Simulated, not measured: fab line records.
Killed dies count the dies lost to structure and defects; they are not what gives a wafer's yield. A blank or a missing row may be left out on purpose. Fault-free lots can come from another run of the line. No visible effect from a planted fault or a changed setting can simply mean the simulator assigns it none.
Which of the tools did it? :: flow berkeleyCmos170 :: 42 wafers from 14 lots sampled at 5 of the route's 331 steps

## WHAT THE GAUGES SHOWED, per wafer
UCB170_PWELL_THK_MEAS_03. Usual: for PWELL_OXIDE_THK the level is 26.5 nm and the standard deviation is 0.52.
lot: L258
measured: day 2 22:27
on: filmMetro-02
PWELL_OXIDE_THK (nm): 26.6 26.5 26.2
flag: 

lot: L259
measured: day 3 04:49
on: filmMetro-01
PWELL_OXIDE_THK (nm): 25.7 25.8 25.9
flag: 

lot: L260
measured: day 3 11:08
on: filmMetro-02
PWELL_OXIDE_THK (nm): 26.7 26.5 26.4
flag: 

lot: L261
measured: day 3 11:09
on: filmMetro-04
PWELL_OXIDE_THK (nm): 25.5 26.1 25.9
flag: 

lot: L262
measured: day 3 16:04
on: filmMetro-01
PWELL_OXIDE_THK (nm): 26.9 26.1 26.1
flag: 

lot: L269
measured: day 5 01:49
on: filmMetro-04
PWELL_OXIDE_THK (nm): 27.1 26.9 27.8
flag: 

lot: L270
measured: day 5 07:33
on: filmMetro-02
PWELL_OXIDE_THK (nm): 25.8 26.0 26.0
flag: 

lot: L272
measured: day 5 16:22
on: filmMetro-02
PWELL_OXIDE_THK (nm): 25.7 26.0 26.3
flag: 

lot: L273
measured: day 5 19:37
on: filmMetro-02
PWELL_OXIDE_THK (nm): 26.8 27.0 27.2
flag: 

lot: L274
measured: day 6 03:49
on: filmMetro-02
PWELL_OXIDE_THK (nm): 26.9 26.7 26.6
flag: 

lot: L275
measured: day 6 03:53
on: filmMetro-02
PWELL_OXIDE_THK (nm): 27.6 27.0 27.4
flag: 

lot: L276
measured: day 6 12:47
on: filmMetro-04
PWELL_OXIDE_THK (nm): 27.0 26.8 26.8
flag: 

lot: L280
measured: day 7 08:08
on: filmMetro-02
PWELL_OXIDE_THK (nm): 26.0 26.0 25.8
flag: 

lot: L281
measured: day 7 15:04
on: filmMetro-02
PWELL_OXIDE_THK (nm): 26.8 26.8 27.4
flag: 

UCB170_PFIELD_TW_MEAS_09. Usual: for PFIELD_TW the level is 601 and the standard deviation is 3.5.
lot: L258
measured: day 4 13:25
on: filmMetro-03
PFIELD_TW: 602 605 604
flag: 

lot: L259
measured: day 4 21:13
on: filmMetro-03
PFIELD_TW: 604 600 605
flag: 

lot: L260
measured: day 4 20:54
on: filmMetro-02
PFIELD_TW: 606 606 602
flag: 

lot: L261
measured: day 4 21:23
on: filmMetro-02
PFIELD_TW: 605 603 603
flag: 

lot: L262
measured: day 5 05:45
on: filmMetro-02
PFIELD_TW: 605 605 604
flag: 

lot: L269
measured: day 6 14:00
on: filmMetro-04
PFIELD_TW: 599 599 595
flag: 

lot: L270
measured: day 6 23:41
on: filmMetro-04
PFIELD_TW: 594 598 596
flag: 

lot: L272
measured: day 7 07:09
on: filmMetro-03
PFIELD_TW: 599 595 598
flag: 

lot: L273
measured: day 7 07:23
on: filmMetro-04
PFIELD_TW: 601 601 603
flag: 

lot: L274
measured: day 7 19:16
on: filmMetro-03
PFIELD_TW: 599 600 601
flag: 

lot: L275
measured: day 7 19:16
on: filmMetro-04
PFIELD_TW: 588 588 588
flag: OFF

lot: L276
measured: day 8 04:43
on: filmMetro-04
PFIELD_TW: 602 597 597
flag: 

lot: L280
measured: day 8 18:17
on: filmMetro-04
PFIELD_TW: 584 585 580
flag: OFF

lot: L281
measured: day 9 09:47
on: filmMetro-03
PFIELD_TW: 599 598 601
flag: 

## WHAT TOOL EACH LOT RAN ON (gives the tool, then ch and the chambers of the sampled wafers, and finally the start)
lot: L258
UCB170_PWELL_ETCH_14: rieDiel-03 ch 1,2, day 3 07:12
UCB170_ACTIVE_ETCH_15: rieDiel-02 ch 1,2,3, day 4 10:27
UCB170_PFIELD_IMPLANT_07: implanter-01 ch 0, day 4 13:10

lot: L259
UCB170_PWELL_ETCH_14: rieDiel-04 ch 0,1, day 3 14:11
UCB170_ACTIVE_ETCH_15: rieDiel-02 ch 0,2,3, day 4 16:13
UCB170_PFIELD_IMPLANT_07: implanter-04 ch 0, day 4 20:59

lot: L260
UCB170_PWELL_ETCH_14: rieDiel-03 ch 0,3, day 3 17:22
UCB170_ACTIVE_ETCH_15: rieDiel-01 ch 0,1,3, day 4 16:27
UCB170_PFIELD_IMPLANT_07: implanter-01 ch 0, day 4 20:39

lot: L261
UCB170_PWELL_ETCH_14: rieDiel-04 ch 1,2,3, day 3 17:11
UCB170_ACTIVE_ETCH_15: rieDiel-04 ch 0,2,3, day 4 16:34
UCB170_PFIELD_IMPLANT_07: implanter-02 ch 0, day 4 21:10

lot: L262
UCB170_PWELL_ETCH_14: rieDiel-02 ch 0,3, day 3 22:36
UCB170_ACTIVE_ETCH_15: rieDiel-01 ch 0,3, day 5 03:58
UCB170_PFIELD_IMPLANT_07: implanter-02 ch 0, day 5 05:30

lot: L269
UCB170_PWELL_ETCH_14: rieDiel-03 ch 0,1,3, day 5 08:36
UCB170_ACTIVE_ETCH_15: rieDiel-01 ch 0,1,2, day 6 11:49
UCB170_PFIELD_IMPLANT_07: implanter-02 ch 0, day 6 13:45

lot: L270
UCB170_PWELL_ETCH_14: rieDiel-04 ch 0,2, day 5 16:07
UCB170_ACTIVE_ETCH_15: rieDiel-01 ch 0,3, day 6 21:08
UCB170_PFIELD_IMPLANT_07: implanter-02 ch 0, day 6 23:26

lot: L272
UCB170_PWELL_ETCH_14: rieDiel-02 ch 0,3, day 6 00:02
UCB170_ACTIVE_ETCH_15: rieDiel-02 ch 1,2,3, day 7 05:30
UCB170_PFIELD_IMPLANT_07: implanter-02 ch 0, day 7 06:55

lot: L273
UCB170_PWELL_ETCH_14: rieDiel-04 ch 0,1,2, day 6 03:04
UCB170_ACTIVE_ETCH_15: rieDiel-04 ch 1,2,3, day 7 05:37
UCB170_PFIELD_IMPLANT_07: implanter-04 ch 0, day 7 07:08

lot: L274
UCB170_PWELL_ETCH_14: rieDiel-04 ch 0,1, day 6 12:58
UCB170_ACTIVE_ETCH_15: rieDiel-01 ch 1,3, day 7 14:34
UCB170_PFIELD_IMPLANT_07: implanter-04 ch 0, day 7 19:02

lot: L275
UCB170_PWELL_ETCH_14: rieDiel-02 ch 0,2, day 6 12:58
UCB170_ACTIVE_ETCH_15: rieDiel-02 ch 2,3, day 7 14:49
UCB170_PFIELD_IMPLANT_07: implanter-02 ch 0, day 7 19:02

lot: L276
UCB170_PWELL_ETCH_14: rieDiel-04 ch 0,1,3, day 6 20:45
UCB170_ACTIVE_ETCH_15: rieDiel-01 ch 0,1,2, day 8 00:25
UCB170_PFIELD_IMPLANT_07: implanter-04 ch 0, day 8 04:28

lot: L280
UCB170_PWELL_ETCH_14: rieDiel-03 ch 1,2,3, day 7 13:54
UCB170_ACTIVE_ETCH_15: rieDiel-01 ch 0,1,3, day 8 16:21
UCB170_PFIELD_IMPLANT_07: implanter-02 ch 0, day 8 18:02

lot: L281
UCB170_PWELL_ETCH_14: rieDiel-03 ch 0,1,2, day 8 00:34
UCB170_ACTIVE_ETCH_15: rieDiel-04 ch 1,2,3, day 9 07:56
UCB170_PFIELD_IMPLANT_07: implanter-01 ch 0, day 9 09:32
- UCB170_PWELL_ETCH_14: etches Si3N4 in CH3F/Ar/O2, stops on SiO2, target depth 242 nm, time 151 s.
- UCB170_ACTIVE_ETCH_15: etches Si3N4 in CH3F/Ar/O2, stops on SiO2, target depth 242 nm, time 151 s.
- UCB170_PFIELD_IMPLANT_07

## AS READ BY THE TOOLS THEMSELVES (means over the sampled wafers that have a number; for cases with no such wafer, the mark the record gives instead)
UCB170_PWELL_ETCH_14. Usual: drypumpMotorCurrentA 5.5 A, standard deviation 0.33; oesProductAu 0.934 a.u., standard deviation 0.013; throttleValvePct 8.00 %, standard deviation 0.13.
lot: L258
tool: rieDiel-03
drypumpMotorCurrentA (A): 5.5
oesProductAu (a.u.): 0.919
throttleValvePct (%): 7.83
flag: 

lot: L259
tool: rieDiel-04
drypumpMotorCurrentA (A): 5.9
oesProductAu (a.u.): 0.934
throttleValvePct (%): 8.10
flag: 

lot: L260
tool: rieDiel-03
drypumpMotorCurrentA (A): 5.5
oesProductAu (a.u.): 0.927
throttleValvePct (%): 7.97
flag: 

lot: L261
tool: rieDiel-04
drypumpMotorCurrentA (A): 5.3
oesProductAu (a.u.): 0.934
throttleValvePct (%): 8.06
flag: 

lot: L262
tool: rieDiel-02
drypumpMotorCurrentA (A): 5.5
oesProductAu (a.u.): 0.946
throttleValvePct (%): 8.13
flag: 

lot: L269
tool: rieDiel-03
drypumpMotorCurrentA (A): 5.5
oesProductAu (a.u.): 0.921
throttleValvePct (%): 7.92
flag: 

lot: L270
tool: rieDiel-04
drypumpMotorCurrentA (A): 5.6
oesProductAu (a.u.): 0.949
throttleValvePct (%): 8.01
flag: 

lot: L272
tool: rieDiel-02
drypumpMotorCurrentA (A): 5.5
oesProductAu (a.u.): 0.935
throttleValvePct (%): 8.08
flag: 

lot: L273
tool: rieDiel-04
drypumpMotorCurrentA (A): 5.6
oesProductAu (a.u.): 0.936
throttleValvePct (%): 8.09
flag: 

lot: L274
tool: rieDiel-04
drypumpMotorCurrentA (A): 5.9
oesProductAu (a.u.): 0.943
throttleValvePct (%): 8.10
flag: 

lot: L275
tool: rieDiel-02
drypumpMotorCurrentA (A): 5.8
oesProductAu (a.u.): 0.932
throttleValvePct (%): 8.08
flag: 

lot: L276
tool: rieDiel-04
drypumpMotorCurrentA (A): 5.6
oesProductAu (a.u.): 0.930
throttleValvePct (%): 8.07
flag: 

lot: L280
tool: rieDiel-03
drypumpMotorCurrentA (A): 5.4
oesProductAu (a.u.): 0.926
throttleValvePct (%): 7.86
flag: 

lot: L281
tool: rieDiel-03
drypumpMotorCurrentA (A): 5.4
oesProductAu (a.u.): 0.912
throttleValvePct (%): 7.87
flag: 

UCB170_ACTIVE_ETCH_15. Usual: drypumpMotorCurrentA 5.6 A, standard deviation 0.38; oesProductAu 0.940 a.u., standard deviation 0.013; throttleValvePct 8.01 %, standard deviation 0.12.
lot: L258
tool: rieDiel-02
drypumpMotorCurrentA (A): 5.8
oesProductAu (a.u.): 0.938
throttleValvePct (%): 8.04
flag: 

lot: L259
tool: rieDiel-02
drypumpMotorCurrentA (A): 5.8
oesProductAu (a.u.): 0.944
throttleValvePct (%): 8.06
flag: 

lot: L260
tool: rieDiel-01
drypumpMotorCurrentA (A): 5.4
oesProductAu (a.u.): 0.949
throttleValvePct (%): 7.92
flag: 

lot: L261
tool: rieDiel-04
drypumpMotorCurrentA (A): 5.4
oesProductAu (a.u.): 0.944
throttleValvePct (%): 8.01
flag: 

lot: L262
tool: rieDiel-01
drypumpMotorCurrentA (A): 5.4
oesProductAu (a.u.): 0.954
throttleValvePct (%): 7.87
flag: 

lot: L269
tool: rieDiel-01
drypumpMotorCurrentA (A): 5.6
oesProductAu (a.u.): 0.944
throttleValvePct (%): 8.01
flag: 

lot: L270
tool: rieDiel-01
drypumpMotorCurrentA (A): 5.4
oesProductAu (a.u.): 0.951
throttleValvePct (%): 7.96
flag: 

lot: L272
tool: rieDiel-02
drypumpMotorCurrentA (A): 5.8
oesProductAu (a.u.): 0.931
throttleValvePct (%): 8.03
flag: 

lot: L273
tool: rieDiel-04
drypumpMotorCurrentA (A): 5.3
oesProductAu (a.u.): 0.926
throttleValvePct (%): 8.07
flag: 

lot: L274
tool: rieDiel-01
drypumpMotorCurrentA (A): 5.5
oesProductAu (a.u.): 0.937
throttleValvePct (%): 7.83
flag: 

lot: L275
tool: rieDiel-02
drypumpMotorCurrentA (A): 5.8
oesProductAu (a.u.): 0.938
throttleValvePct (%): 8.00
flag: 

lot: L276
tool: rieDiel-01
drypumpMotorCurrentA (A): 5.6
oesProductAu (a.u.): 0.956
throttleValvePct (%): 8.01
flag: 

lot: L280
tool: rieDiel-01
drypumpMotorCurrentA (A): 5.4
oesProductAu (a.u.): 0.944
throttleValvePct (%): 7.91
flag: 

lot: L281
tool: rieDiel-04
drypumpMotorCurrentA (A): 5.3
oesProductAu (a.u.): 0.944
throttleValvePct (%): 8.07
flag: 

UCB170_PFIELD_IMPLANT_07. Usual: beamEnergyKeV at 80.001, with a standard deviation of 0.025.
lot: L258
tool: implanter-01
beamEnergyKeV: 79.991
flag: 

lot: L259
tool: implanter-04
beamEnergyKeV: 79.971
flag: 

lot: L260
tool: implanter-01
beamEnergyKeV: 80.011
flag: 

lot: L261
tool: implanter-02
beamEnergyKeV: 79.995
flag: 

lot: L262
tool: implanter-02
beamEnergyKeV: 79.998
flag: 

lot: L269
tool: implanter-02
beamEnergyKeV: 79.998
flag: 

lot: L270
tool: implanter-02
beamEnergyKeV: 80.001
flag: 

lot: L272
tool: implanter-02
beamEnergyKeV: 79.997
flag: 

lot: L273
tool: implanter-04
beamEnergyKeV: 80.016
flag: 

lot: L274
tool: implanter-04
beamEnergyKeV: 79.990
flag: 

lot: L275
tool: implanter-02
beamEnergyKeV: 64.722
flag: OFF

lot: L276
tool: implanter-04
beamEnergyKeV: 80.010
flag: 

lot: L280
tool: implanter-02
beamEnergyKeV: 64.745
flag: OFF

lot: L281
tool: implanter-01
beamEnergyKeV: 80.015
flag: 

## THE ANSWER, worked out from the rows above alone
Rule: take the mean of a lot's wafers that have a number; if it is more than 3 standard deviations from the usual mean, the lot is off. Also off: a lot with no number at a reading for which 4 or more lots have one. Any other lot the step has rows for is counted as sound. The gauges are gone through in route order, then the tools' own readings, and for those a lot's mean is taken as printed above. At the first step where some lot is off, the reading lying furthest off is the one used; lots without a number count as furthest.
Off: at UCB170_PFIELD_TW_MEAS_09 (PFIELD_TW), L275, L280.
If a tool, at a process step before that reading, ran all the lots that are off and no sound lot after the first of them, it fits. The gauges at UCB170_PFIELD_TW_MEAS_09 aren't tried: what is off there is off at UCB170_PFIELD_IMPLANT_07 too, on other tools, and a gauge's error can't cause that. One candidate fits, namely implanter-02 at UCB170_PFIELD_IMPLANT_07. A fault onset in the window from L272 (day 7 06:55, its last sound lot) to L275 (day 7 19:02, its first lot off) fits.
On the lots that are off, the tool's own readings at UCB170_PFIELD_IMPLANT_07 differ by more than 5 times the standard deviation of the sound lots' means, which bears it out; beamEnergyKeV reads 64.733 there versus 79.999 on the sound lots.

## WHAT THE SIMULATOR HAD INSERTED
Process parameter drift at UCB170_PFIELD_IMPLANT_07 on implanter-02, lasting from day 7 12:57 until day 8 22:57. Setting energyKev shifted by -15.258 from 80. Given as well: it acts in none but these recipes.
Shown lots that were struck: L275, L280. The rule given above showed the same thing.
